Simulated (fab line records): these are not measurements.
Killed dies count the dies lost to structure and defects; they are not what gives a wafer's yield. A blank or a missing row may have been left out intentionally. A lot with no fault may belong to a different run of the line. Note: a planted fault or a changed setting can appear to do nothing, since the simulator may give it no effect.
Which tool was responsible? / flow berkeley-cmos170 / 14 lots with 42 wafers sampled at 4 steps, on a route of 331 steps

WHAT EACH GAUGE READ, for each wafer
UCB170_V2_THK_MEAS_01. Usual: V2_TEOS_THK typically reads 2009 nm, with standard deviation 27.
lot=L916; measured=day 8 14:01; on=film-metro-01; V2_TEOS_THK (nm)=1980 1989 2025; flag=
lot=L918; measured=day 9 01:57; on=film-metro-01; V2_TEOS_THK (nm)=1994 1962 2040; flag=
lot=L917; measured=day 9 03:09; on=film-metro-02; V2_TEOS_THK (nm)=1971 2032 2017; flag=
lot=L921; measured=day 9 11:45; on=film-metro-02; V2_TEOS_THK (nm)=1957 2007 2024; flag=
lot=L919; measured=day 9 12:58; on=film-metro-02; V2_TEOS_THK (nm)=1981 1970 2021; flag=
lot=L920; measured=day 9 14:16; on=film-metro-01; V2_TEOS_THK (nm)=2013 2013 2014; flag=
lot=L923; measured=day 10 14:43; on=film-metro-03; V2_TEOS_THK (nm)=1975 1965 2000; flag=
lot=L926; measured=day 11 14:30; on=film-metro-03; V2_TEOS_THK (nm)=2028 2071 2029; flag=
lot=L924; measured=day 11 14:08; on=film-metro-02; V2_TEOS_THK (nm)=2006 2029 2050; flag=
lot=L927; measured=day 11 14:54; on=film-metro-01; V2_TEOS_THK (nm)=1998 1967 2027; flag=
lot=L925; measured=day 11 15:29; on=film-metro-01; V2_TEOS_THK (nm)=1986 2052 1985; flag=
lot=L931; measured=day 11 15:42; on=film-metro-01; V2_TEOS_THK (nm)=2005 2059 2030; flag=
lot=L933; measured=day 12 08:09; on=film-metro-01; V2_TEOS_THK (nm)=1995 2027 2034; flag=
lot=L939; measured=day 13 08:50; on=film-metro-01; V2_TEOS_THK (nm)=1988 2013 2077; flag=

UCB170_V2_CD_MEAS_12 targets a cd of 700 nm. Usual: cd-nm 700.1 nm, standard deviation 1.6.
lot=L916; measured=day 8 15:58; on=cd-sem-02; cd-nm (nm)=701.5 702.1 700.1; flag=
lot=L918; measured=day 9 03:34; on=cd-sem-02; cd-nm (nm)=700.7 701.1 700.5; flag=
lot=L917; measured=day 9 06:37; on=cd-sem-01; cd-nm (nm)=699.8 701.0 700.4; flag=
lot=L921; measured=day 9 13:26; on=cd-sem-02; cd-nm (nm)=699.3 699.5 699.0; flag=
lot=L919; measured=day 9 14:32; on=cd-sem-02; cd-nm (nm)=699.0 699.5 699.5; flag=
lot=L920; measured=day 9 16:31; on=cd-sem-02; cd-nm (nm)=698.5 698.6 699.0; flag=
lot=L923; measured=day 10 16:26; on=cd-sem-01; cd-nm (nm)=697.5 698.2 697.1; flag=
lot=L926; measured=day 11 16:36; on=cd-sem-02; cd-nm (nm)=700.8 702.1 702.0; flag=
lot=L924; measured=day 11 16:03; on=cd-sem-01; cd-nm (nm)=700.1 700.6 700.0; flag=
lot=L927; measured=day 11 17:04; on=cd-sem-01; cd-nm (nm)=701.3 701.5 701.4; flag=
lot=L925; measured=day 11 17:28; on=cd-sem-02; cd-nm (nm)=702.1 700.4 701.2; flag=
lot=L931; measured=day 11 17:41; on=cd-sem-02; cd-nm (nm)=701.1 700.8 702.8; flag=
lot=L933; measured=day 12 09:53; on=cd-sem-01; cd-nm (nm)=699.1 699.1 698.4; flag=
lot=L939; measured=day 13 10:24; on=cd-sem-01; cd-nm (nm)=697.8 699.9 699.8; flag=

EACH LOT AND THE TOOL THAT RAN IT (in order: tool; ch and the chambers of the sampled wafers; start)
lot=L916; UCB170_M1_SPUTTER_00=pvd-sputter-01, day 8 02:44; UCB170_M2_STRIP_19=plasma-asher-04 ch 0,1, day 8 13:37
lot=L918; UCB170_M1_SPUTTER_00=pvd-sputter-01, day 8 17:13; UCB170_M2_STRIP_19=plasma-asher-04 ch 0,1, day 9 01:34
lot=L917; UCB170_M1_SPUTTER_00=pvd-sputter-02, day 8 18:04; UCB170_M2_STRIP_19=plasma-asher-02 ch 0,1, day 9 02:46
lot=L921; UCB170_M1_SPUTTER_00=pvd-sputter-03, day 9 01:37; UCB170_M2_STRIP_19=plasma-asher-04 ch 0,1, day 9 11:22
lot=L919; UCB170_M1_SPUTTER_00=pvd-sputter-01, day 9 02:01; UCB170_M2_STRIP_19=plasma-asher-01 ch 0,1, day 9 12:36
lot=L920; UCB170_M1_SPUTTER_00=pvd-sputter-02, day 9 03:44; UCB170_M2_STRIP_19=plasma-asher-01 ch 0,1, day 9 13:53
lot=L923; UCB170_M1_SPUTTER_00=pvd-sputter-01, day 10 03:55; UCB170_M2_STRIP_19=plasma-asher-04 ch 1, day 10 14:20
lot=L926; UCB170_M1_SPUTTER_00=pvd-sputter-01, day 10 22:46; UCB170_M2_STRIP_19=plasma-asher-02 ch 0,1, day 11 14:07
lot=L924; UCB170_M1_SPUTTER_00=pvd-sputter-02, day 11 00:10; UCB170_M2_STRIP_19=plasma-asher-02 ch 0,1, day 11 13:41
lot=L927; UCB170_M1_SPUTTER_00=pvd-sputter-03, day 11 01:08; UCB170_M2_STRIP_19=plasma-asher-01 ch 0,1, day 11 14:31
lot=L925; UCB170_M1_SPUTTER_00=pvd-sputter-02, day 11 01:58; UCB170_M2_STRIP_19=plasma-asher-02 ch 0,1, day 11 15:03
lot=L931; UCB170_M1_SPUTTER_00=pvd-sputter-03, day 11 02:07; UCB170_M2_STRIP_19=plasma-asher-04 ch 0,1, day 11 15:19
lot=L933; UCB170_M1_SPUTTER_00=pvd-sputter-03, day 11 21:04; UCB170_M2_STRIP_19=plasma-asher-04 ch 0,1, day 12 07:47
lot=L939; UCB170_M1_SPUTTER_00=pvd-sputter-02, day 12 22:36; UCB170_M2_STRIP_19=plasma-asher-02 ch 0,1, day 13 08:27
- UCB170_M1_SPUTTER_00: material Al, target thk 600 nm, time 80 s.
- UCB170_M2_STRIP_19: strips in O2.

WHAT THE TOOLS THEMSELVES READ (means of the sampled wafers that have a number; where no wafer has one, the mark that the record gives instead)
UCB170_M1_SPUTTER_00. Usual: throttle-valve-pct 29.9 %, standard deviation 1.
lot=L916; tool=pvd-sputter-01; throttle-valve-pct (%)=28.7; flag=
lot=L918; tool=pvd-sputter-01; throttle-valve-pct (%)=28.8; flag=
lot=L917; tool=pvd-sputter-02; throttle-valve-pct (%)=30.8; flag=
lot=L921; tool=pvd-sputter-03; throttle-valve-pct (%)=30.4; flag=
lot=L919; tool=pvd-sputter-01; throttle-valve-pct (%)=28.6; flag=
lot=L920; tool=pvd-sputter-02; throttle-valve-pct (%)=30.8; flag=
lot=L923; tool=pvd-sputter-01; throttle-valve-pct (%)=28.4; flag=
lot=L926; tool=pvd-sputter-01; throttle-valve-pct (%)=28.6; flag=
lot=L924; tool=pvd-sputter-02; throttle-valve-pct (%)=30.8; flag=
lot=L927; tool=pvd-sputter-03; throttle-valve-pct (%)=30.5; flag=
lot=L925; tool=pvd-sputter-02; throttle-valve-pct (%)=30.0; flag=
lot=L931; tool=pvd-sputter-03; throttle-valve-pct (%)=30.5; flag=
lot=L933; tool=pvd-sputter-03; throttle-valve-pct (%)=30.8; flag=
lot=L939; tool=pvd-sputter-02; throttle-valve-pct (%)=29.9; flag=

UCB170_M2_STRIP_19. Usual: drypump-motor-current-A 5.9 A, standard deviation 0.42; oes-product-au 0.539 a.u., standard deviation 0.02.
lot=L916; tool=plasma-asher-04; drypump-motor-current-A (A)=5.8; oes-product-au (a.u.)=0.556; flag=
lot=L918; tool=plasma-asher-04; drypump-motor-current-A (A)=5.7; oes-product-au (a.u.)=0.530; flag=
lot=L917; tool=plasma-asher-02; drypump-motor-current-A (A)=6.0; oes-product-au (a.u.)=0.564; flag=
lot=L921; tool=plasma-asher-04; drypump-motor-current-A (A)=5.7; oes-product-au (a.u.)=0.532; flag=
lot=L919; tool=plasma-asher-01; drypump-motor-current-A (A)=5.7; oes-product-au (a.u.)=0.542; flag=
lot=L920; tool=plasma-asher-01; drypump-motor-current-A (A)=5.7; oes-product-au (a.u.)=0.561; flag=
lot=L923; tool=plasma-asher-04; drypump-motor-current-A (A)=5.6; oes-product-au (a.u.)=0.541; flag=
lot=L926; tool=plasma-asher-02; drypump-motor-current-A (A)=6.0; oes-product-au (a.u.)=0.548; flag=
lot=L924; tool=plasma-asher-02; drypump-motor-current-A (A)=6.0; oes-product-au (a.u.)=0.514; flag=
lot=L927; tool=plasma-asher-01; drypump-motor-current-A (A)=5.7; oes-product-au (a.u.)=0.550; flag=
lot=L925; tool=plasma-asher-02; drypump-motor-current-A (A)=6.0; oes-product-au (a.u.)=0.546; flag=
lot=L931; tool=plasma-asher-04; drypump-motor-current-A (A)=5.7; oes-product-au (a.u.)=0.518; flag=
lot=L933; tool=plasma-asher-04; drypump-motor-current-A (A)=5.7; oes-product-au (a.u.)=0.531; flag=
lot=L939; tool=plasma-asher-02; drypump-motor-current-A (A)=6.3; oes-product-au (a.u.)=0.525; flag=

THE ANSWER, worked out from the rows above alone
Rule: lot off if the mean of its wafers having a number is beyond 3 standard deviations from the usual mean. A lot without any number at a reading at which 4 lots or more have one is off too. Where the step has rows for the other lots, those lots are counted as sound. Order of review: gauges by route order, followed by the tools' own readings, for which a lot's mean as printed above is used. At the first step where some lot is off, the reading lying furthest off is the one used; lots without a number count as furthest.
None of the lots is off at any reading shown; this tells nothing.

WHAT THE SIMULATOR HAD PUT IN
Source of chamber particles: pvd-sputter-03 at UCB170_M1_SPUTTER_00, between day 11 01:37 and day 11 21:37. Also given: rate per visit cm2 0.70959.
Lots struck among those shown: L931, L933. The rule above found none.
